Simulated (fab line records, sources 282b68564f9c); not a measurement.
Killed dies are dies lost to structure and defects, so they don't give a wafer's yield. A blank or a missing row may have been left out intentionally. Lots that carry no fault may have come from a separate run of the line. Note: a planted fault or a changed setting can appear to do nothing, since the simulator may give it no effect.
Split-lot study -- flow ritCmos -- 5 lots, 23 wafers read, on a route of 202 steps

## ON THE SPLIT
At RIT_FOX1_OXIDATION_00 (target thk 350.7 nm, ox time 1130 s), the setting tempC was moved away from the recipe's 1100 C on 15 of the 23 wafers read, by -1.5% to +1.5%. For the rest of the wafers, this setting stayed at what the recipe calls for.

The file shows no step between the split and the reading.

## THE READING
FOX1_OXIDE_THK at RIT_FOX1_THK_MEAS_01, in nm. Fault-free wafers of this fab line usually give 348 nm, standard deviation 5.8 nm.

wafer,"tool, chamber at the split","tempC as run, C",against the recipe,"FOX1_OXIDE_THK, nm",against lot-mates on the recipe
L075.1,"-, -",1083,-1.5%,320,no lot-mate on the recipe
L075.2,"-, -",1083,-1.5%,315,no lot-mate on the recipe
L075.3,"-, -",1083,-1.5%,314,no lot-mate on the recipe
L075.4,"-, -",1083,-1.5%,318,no lot-mate on the recipe
L075.5,"-, -",1083,-1.5%,313,no lot-mate on the recipe
L076.1,"-, -",1108,+0.7%,365,no lot-mate on the recipe
L076.2,"-, -",1108,+0.7%,369,no lot-mate on the recipe
L076.3,"-, -",1108,+0.7%,365,no lot-mate on the recipe
L076.5,"-, -",1108,+0.7%,366,no lot-mate on the recipe
L076.6,"-, -",1108,+0.7%,364,no lot-mate on the recipe
L077.1,"furnace-03, 0",1100,recipe,347,-
L077.2,"furnace-03, 0",1100,recipe,351,-
L077.5,"furnace-03, 0",1100,recipe,348,-
L078.1,"-, -",1116,+1.5%,371,no lot-mate on the recipe
L078.3,"-, -",1116,+1.5%,370,no lot-mate on the recipe
L078.4,"-, -",1116,+1.5%,369,no lot-mate on the recipe
L078.5,"-, -",1116,+1.5%,367,no lot-mate on the recipe
L078.6,"-, -",1116,+1.5%,368,no lot-mate on the recipe
L082.1,"-, -",1100,recipe,358,-
L082.2,"-, -",1100,recipe,358,-
L082.3,"-, -",1100,recipe,353,-
L082.4,"-, -",1100,recipe,356,-
L082.6,"-, -",1100,recipe,353,-

FIT RESULTS
A straight line over all 23 wafers: FOX1_OXIDE_THK changes by +18.4 nm for each +1% of tempC; r = +0.96; the points scatter about the line by 5.8 nm.
Too few moved wafers with a lot-mate on the recipe to fit a line net of each lot's own level.

## THE WHOLE CHAIN: every reading that the file lists as answering this split, in the file's order
step,what it does,reading,change (the file's fit),r (the file's)
RIT_FOX1_OXIDATION_00,"target thk 350.7 nm, ox time 1130 s","SiO2_of_FOX1_OXIDATION_00.thkNm (the simulator's own value, which no gauge read)",+18.3 nm for each +1% of the setting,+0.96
RIT_FOX1_THK_MEAS_01,,FOX1_OXIDE_THK,+18.3 for each +1% of the setting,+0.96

## THE FILE'S OWN FIT
FOX1_OXIDE_THK changes by +18.3 nm for each +1% of tempC, r = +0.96.
